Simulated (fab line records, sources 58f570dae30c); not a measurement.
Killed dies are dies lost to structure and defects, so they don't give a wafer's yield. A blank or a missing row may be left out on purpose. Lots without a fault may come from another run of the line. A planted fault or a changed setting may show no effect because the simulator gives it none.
Split-lot experiment | flow berkeley_cmos170 | 5 lots, 23 wafers read, on a route of 331 steps

THE SPLIT
At UCB170_NLDD_IMPLANT_09, the setting dose_cm2 was moved away from the recipe's 5e+13 on 9 of the 23 wafers read, by -3.4% to +6.7%. The other wafers ran this setting at the recipe's value.

FROM THE SPLIT TO THE READING: what the file shows between them, 6 steps
- UCB170_NSD_COAT_01: resist thk 900 nm (also split here: resist_thk_nm)
- UCB170_NSD_IMPLANT_08 (also split here: dose_cm2)
- UCB170_NSD_STRIP_09: strips in O2
- UCB170_NSD_CLEAN_11: cleans in SPM, time 600 s
- UCB170_SDANNEAL_RTA_01: time 5 s
- UCB170_SDANNEAL_RS_MEAS_03: measures by four-point-probe

THE READING
NLDD_RS, in ohm/sq, at UCB170_SDANNEAL_RS_MEAS_05 (measures by four-point-probe). Fault-free wafers of this fab line usually give 616.5 ohm/sq, standard deviation 1.6 ohm/sq.

wafer  | tool, chamber at the split | dose_cm2 as run | against the recipe | NLDD_RS, ohm/sq | against lot-mates on the recipe
L074.1 | implanter-04, 0            | 4.829e+13       | -3.4%              | 623.2           | +6.7
L074.3 | implanter-04, 0            | 5e+13           | recipe             | 616.7           | -
L074.4 | implanter-04, 0            | 5e+13           | recipe             | 616.3           | -
L074.5 | implanter-04, 0            | 4.829e+13       | -3.4%              | 624.3           | +7.8
L074.6 | implanter-04, 0            | 4.829e+13       | -3.4%              | 624.1           | +7.6
L077.1 | implanter-02, 0            | 5e+13           | recipe             | 614.3           | -
L077.2 | implanter-02, 0            | 5e+13           | recipe             | 615.4           | -
L077.3 | implanter-02, 0            | 5.302e+13       | +6.0%              | 603.4           | -11.7
L077.4 | implanter-02, 0            | 5e+13           | recipe             | 615.6           | -
L077.6 | implanter-02, 0            | 5.302e+13       | +6.0%              | 603.0           | -12.1
L078.1 | implanter-04, 0            | 5.334e+13       | +6.7%              | 602.4           | -13.2
L078.3 | implanter-04, 0            | 5e+13           | recipe             | 614.8           | -
L078.4 | implanter-04, 0            | 5.334e+13       | +6.7%              | 602.6           | -13.0
L078.5 | implanter-04, 0            | 5e+13           | recipe             | 616.3           | -
L078.6 | implanter-04, 0            | 5e+13           | recipe             | 615.6           | -
L084.1 | implanter-04, 0            | 5e+13           | recipe             | 615.3           | -
L084.2 | implanter-04, 0            | 5e+13           | recipe             | 616.4           | -
L084.3 | implanter-04, 0            | 5e+13           | recipe             | 614.2           | -
L084.4 | implanter-04, 0            | 5.306e+13       | +6.1%              | 602.8           | -12.5
L084.5 | implanter-04, 0            | 5.306e+13       | +6.1%              | 601.4           | -13.9
L085.1 | implanter-04, 0            | 5e+13           | recipe             | 616.6           | -
L085.3 | implanter-04, 0            | 5e+13           | recipe             | 616.4           | -
L085.4 | implanter-04, 0            | 5e+13           | recipe             | 617.3           | -

THE FIT
A straight line over all 23 wafers: NLDD_RS changes by -2.15 ohm/sq for each +1% of dose_cm2; r = -0.99; the points scatter about the line by 0.9 ohm/sq.
The same after taking each lot's own level away (the mean of its wafers on the recipe; 23 wafers): -2.05 ohm/sq for each +1%; r = -1.00; scatter 0.66 ohm/sq.
On that fit, the largest move of dose_cm2 shifts the reading by 14 ohm/sq.
The lots' own levels span 615.10 to 616.77 ohm/sq, that is 1.0 times the standard deviation above.
So the lot-to-lot level changes the slope little: the two slopes agree.
Check: with one of the wafers moved furthest among these (+6.7%) left out of the fit, the line predicts -13.7 ohm/sq for it against its lot-mates. It came out at -13.2 ohm/sq against them.

OTHER SPLITS ON THESE WAFERS
These wafers also went through other splits before the reading. Each is held against what the fit with the lots' levels taken away leaves over:
other split on the same wafers         | wafers away from the commonest value | r with NLDD_RS (lot level and that fit taken away)
UCB170_ZERO_STRIP_07 o2_flow_sccm      | 5                                    | -0.07
UCB170_PWELL_CVD_05 time_s             | 15                                   | -0.02
UCB170_PWELL_DEVELOP_12 dev_temp_c     | 11                                   | +0.12
UCB170_WELLDRIVE_OXIDATION_01 temp_c   | 10                                   | +0.15
UCB170_ACTIVE_CVD_05 sih2cl2_flow_sccm | 15                                   | +0.13
UCB170_PFIELD_IMPLANT_07 energy_kev    | 8                                    | +0.31
UCB170_SACOX_OXIDATION_01 ox_time_s    | 10                                   | +0.19
UCB170_NSD_COAT_01 resist_thk_nm       | 11                                   | -0.40
UCB170_NSD_IMPLANT_08 dose_cm2         | 10                                   | -0.08

THE FILE'S OWN FIT
NLDD_RS changes by -2.03 ohm/sq for each +1% of dose_cm2, r = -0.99.
